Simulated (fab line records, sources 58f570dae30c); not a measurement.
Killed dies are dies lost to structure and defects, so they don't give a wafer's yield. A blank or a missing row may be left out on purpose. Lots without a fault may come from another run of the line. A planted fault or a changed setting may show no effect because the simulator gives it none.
One fault seen from 2 desks | flow berkeley_cmos170 | each desk has only its own numbers; what lay behind them comes last

THE TOOL OWNER'S DESK: plasma_asher-03
The tool's own readings at UCB170_PLDD_STRIP_10 (strips in O2): means of the sampled wafers that have a number, for each lot that ran on this tool. A lot is out of limits, marked OUT, if its mean lies more than 4 standard deviations from the usual mean; the brackets give that distance.
Columns: A = drypump_motor_current_A at UCB170_PLDD_STRIP_10, usual 5.8 A; B = oes_product_au at UCB170_PLDD_STRIP_10, usual 0.734 a.u.; C = strip_time_to_endpoint_s at UCB170_PLDD_STRIP_10, usual 21.63 s
lot  | first seen here | A   | B               | C
L755 | day 7 04:31     | 5.6 | 0.736           | 21.59
L757 | day 7 13:45     | 5.6 | 0.729           | 21.58
L760 | day 8 09:44     | 5.5 | 0.814 (+18) OUT | 21.63
L763 | day 8 16:48     | 5.5 | 0.811 (+18) OUT | 21.58
This desk's finding: out of limits on L760, L763; first on L760, day 8 09:44 (oes_product_au at UCB170_PLDD_STRIP_10). In limits: L755, L757.

THE METROLOGY DESK
What the gauges read, lot by lot, whatever tool the lot ran on: means of the sampled wafers that have a number. A lot is out of limits, marked OUT, if its mean lies more than 4 standard deviations from the usual mean; the brackets give that distance.
Columns: A = cd_nm at UCB170_V1_CD_MEAS_12, usual 700.4 nm; B = M3_OVL at UCB170_M3_OVL_MEAS_16, usual 1 nm
lot  | first seen here | A     | B
L750 | day 7 17:33     | 701.2 | -4
L755 | day 8 05:15     | 700.6 | -1
L754 | day 8 10:27     | 700.7 | 1
L756 | day 8 18:15     | 701.7 | 2
L757 | day 8 19:23     | 702.1 | -1
L760 | day 9 11:49     | 698.4 | 0
L761 | day 9 11:56     | 699.8 | 8
L763 | day 9 23:25     | 699.7 | -1
L769 | day 11 02:15    | 698.7 | -6
L767 | day 11 02:32    | 698.1 | 0
L768 | day 11 02:44    | 698.2 | -2
L770 | day 11 17:57    | 699.9 | -7
L771 | day 12 04:41    | 698.4 | 5
L773 | day 12 05:15    | 701.5 | 5
This desk's finding: nothing out of limits on any of the 14 lots.

PUT TOGETHER
The tool owner's desk could have raised an alarm at day 8 09:44, on L760, L763.
The metrology desk saw nothing out of limits.
The metrology desk has L760, L763 on record, within its limits.
Of the lots named, all ran UCB170_PLDD_STRIP_10 on plasma_asher-03.

WHAT THE SIMULATOR HAD PUT IN
Process parameter drift: plasma_asher-03, from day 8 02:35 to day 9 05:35, at UCB170_PLDD_STRIP_10. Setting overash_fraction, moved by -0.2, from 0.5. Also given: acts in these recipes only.
Lots struck among those shown: L760, L763.
Hours from the fault's start to each desk's first reading out of limits: the tool owner's desk, 7.
